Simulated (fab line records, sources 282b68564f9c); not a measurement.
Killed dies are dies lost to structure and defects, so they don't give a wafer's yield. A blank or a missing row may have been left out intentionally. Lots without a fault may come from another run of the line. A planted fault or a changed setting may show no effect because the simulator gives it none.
A struck lot beside a sound one :: flow rit-cmos :: 15 out of 202 route steps
Sound: the wafers L229.3, L229.5, L229.6. Struck: wafers L235.2, L235.3, L235.5. Last of all comes the cause.
At each step with rows: each side's tool, then ch and its chambers, then its first start. Under that, the readings that differ: sound wafers :: struck wafers :: difference of the means :: sigmas: that difference in standard deviations of wafers without a fault.
alike: readings with means less than 2 such deviations apart, plus words and numbers identical on both sides. not compared: withheld readings, readings lacking a value on some wafer, bounds such as >300 that could conceal the same value, and numbers that have no deviation in the record and whose values overlap.
A row with sigmas, a row that says differs or no value, or rows on one side alone: a step with any of these is where the two part. Non-overlapping numbers with no deviation appear without sigmas and do not part them. A reading that every wafer of one side lacks parts them only if that side has two wafers or more.

first, 1 step without rows for these wafers: RIT_CONTACT_CLEAN_14 (cleans in SC2, time 600 s).
RIT_M1_SPUTTER_00: material Al, target thk 400 nm, time 522.8 s.
  sound on pvd-sputter-01 at day 4 16:37; struck on pvd-sputter-01 at day 5 20:36
  alike: throttle-valve-pct
RIT_M1_RS_MEAS_01: a four-point-probe measurement.
  sound on film-metro-04 at day 4 16:58; struck on film-metro-04 at day 5 20:55
reading: M1_AL_RS (ohm/sq)
sound: 0.0705 0.0699 0.0698
struck: 0.0688 0.0690 0.0691
difference: -0.0011
sigmas: -2
RIT_M1_THK_MEAS_02: measures by xrf.
  sound on film-metro-04 at day 4 17:04; struck on film-metro-04 at day 5 21:01
  alike: M1_AL_THK
then, 6 steps without rows for these wafers: RIT_M1_HMDS_03 (prime time 60 s); RIT_M1_COAT_04 (resist thk 1300 nm); RIT_M1_SOFTBAKE_05 (time 60 s); RIT_M1_EXPOSE_06 (exposes mask M12, target cd 2600 nm); RIT_M1_PEB_07; RIT_M1_DEVELOP_08 (develop time 68 s).
RIT_M1_CD_MEAS_09: the cd target is 2600 nm.
  sound on cd-sem-02 at day 4 18:01; struck on cd-sem-02 at day 5 22:29
  alike: cd-nm
RIT_M1_OVL_MEAS_10:
  sound on overlay-01 at day 4 18:07; struck on overlay-02 at day 5 22:35
  alike: M1_OVL
RIT_M1_HARDBAKE_11: time 120 s.
  sound on litho-track-03 ch 0, day 4 18:13; struck on litho-track-02 ch 0, day 5 22:44
reading: heater-power-total-W (W)
sound: 52.19 52.03 51.88
struck: 51.66 51.65 51.64
difference: -0.38
sigmas: -6

reading: plate-temp-C (C)
sound: 139.83 139.80 139.79
struck: 139.19 139.24 139.34
difference: -0.55
sigmas: -4
RIT_M1_METAL_ETCH_12: etches Al in Cl2/BCl3, stops on SiO2, time 165 s, target depth 600 nm.
  sound on rie-metal-04 ch 0,1, day 4 18:26; struck on rie-metal-04 ch 0,1, day 5 22:57
  alike: drypump-motor-current-A, oes-product-au, throttle-valve-pct
  not compared: rf-hours-counter-h
RIT_M1_PROBE_99:
  rows exist in the record for the sound wafers here (prober-01, day 4 20:45), none for the struck ones

## WHERE THEY PART
First at RIT_M1_RS_MEAS_01; last, within this record, at RIT_M1_PROBE_99.

WHY: what the simulator had put in
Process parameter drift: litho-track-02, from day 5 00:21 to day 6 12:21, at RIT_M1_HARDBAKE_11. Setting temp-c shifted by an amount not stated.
